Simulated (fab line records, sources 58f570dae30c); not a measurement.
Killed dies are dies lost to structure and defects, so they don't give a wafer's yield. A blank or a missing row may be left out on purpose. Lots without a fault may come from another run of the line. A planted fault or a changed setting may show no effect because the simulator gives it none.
Split-lot experiment | flow berkeley_cmos170 | 5 lots, 23 wafers read, on a route of 331 steps

THE SPLIT
At UCB170_NLDD_IMPLANT_09, the setting energy_kev was moved away from the recipe's 30 on 8 of the 23 wafers read, by -3.5% to +2.6%. The other wafers ran this setting at the recipe's value.

The reading is taken at the split's own step.

THE READING
implant.drp_nm (the simulator's own value, which no gauge read), in nm, at UCB170_NLDD_IMPLANT_09. The file gives no usual value for it.

wafer  | tool, chamber at the split | energy_kev as run | against the recipe | implant.drp_nm, nm | against lot-mates on the recipe
L074.1 | implanter-04, 0            | 30.79             | +2.6%              | 9.795              | +0.184
L074.3 | implanter-04, 0            | 30.79             | +2.6%              | 9.795              | +0.184
L074.4 | implanter-04, 0            | 30.79             | +2.6%              | 9.795              | +0.184
L074.2 | implanter-04, 0            | 30                | recipe             | 9.611              | -
L074.5 | implanter-04, 0            | 30                | recipe             | 9.611              | -
L078.2 | implanter-03, 0            | 30                | recipe             | 9.611              | -
L078.3 | implanter-03, 0            | 30                | recipe             | 9.611              | -
L078.4 | implanter-03, 0            | 30                | recipe             | 9.611              | -
L078.5 | implanter-03, 0            | 29.49             | -1.7%              | 9.491              | -0.120
L078.6 | implanter-03, 0            | 29.49             | -1.7%              | 9.491              | -0.120
L082.1 | implanter-03, 0            | 30                | recipe             | 9.611              | -
L082.2 | implanter-03, 0            | 30                | recipe             | 9.611              | -
L082.3 | implanter-03, 0            | 30                | recipe             | 9.611              | -
L082.5 | implanter-03, 0            | 30                | recipe             | 9.611              | -
L082.6 | implanter-03, 0            | 30                | recipe             | 9.611              | -
L083.1 | implanter-04, 0            | 30                | recipe             | 9.611              | -
L083.4 | implanter-04, 0            | 30                | recipe             | 9.611              | -
L083.2 | implanter-04, 0            | 28.96             | -3.5%              | 9.367              | -0.244
L083.5 | implanter-04, 0            | 28.96             | -3.5%              | 9.367              | -0.244
L083.6 | implanter-04, 0            | 28.96             | -3.5%              | 9.367              | -0.244
L084.2 | implanter-04, 0            | 30                | recipe             | 9.611              | -
L084.4 | implanter-04, 0            | 30                | recipe             | 9.611              | -
L084.5 | implanter-04, 0            | 30                | recipe             | 9.611              | -

THE FIT
A straight line over all 23 wafers: implant.drp_nm changes by +0.0702 nm for each +1% of energy_kev; r = +1.00; the points scatter about the line by 0.00037 nm.
The same after taking each lot's own level away (the mean of its wafers on the recipe; 23 wafers): +0.0702 nm for each +1%; r = +1.00; scatter 0.00037 nm.
On that fit, the largest move of energy_kev shifts the reading by 0.24 nm.
The lots' own levels span 9.6110 to 9.6110 nm.
So the lot-to-lot level changes the slope little: the two slopes agree.
Check: with one of the wafers moved furthest among these (-3.5%) left out of the fit, the line predicts -0.244 nm for it against its lot-mates. It came out at -0.244 nm against them.

OTHER SPLITS ON THESE WAFERS
These wafers also went through other splits before the reading. Each is held against what the fit with the lots' levels taken away leaves over:
other split on the same wafers   | wafers away from the commonest value | r with implant.drp_nm (lot level and that fit taken away)
UCB170_ACTIVE_CVD_05 temp_c      | 5                                    | +0.38
UCB170_PVT_COAT_01 resist_thk_nm | 9                                    | -0.05
UCB170_PVT_DEVELOP_05 dev_temp_c | 5                                    | -0.06
UCB170_NLDD_COAT_01 spin_rpm     | 8                                    | -0.18

THE FILE'S OWN FIT
implant.drp_nm changes by +0.0701 nm for each +1% of energy_kev, r = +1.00.
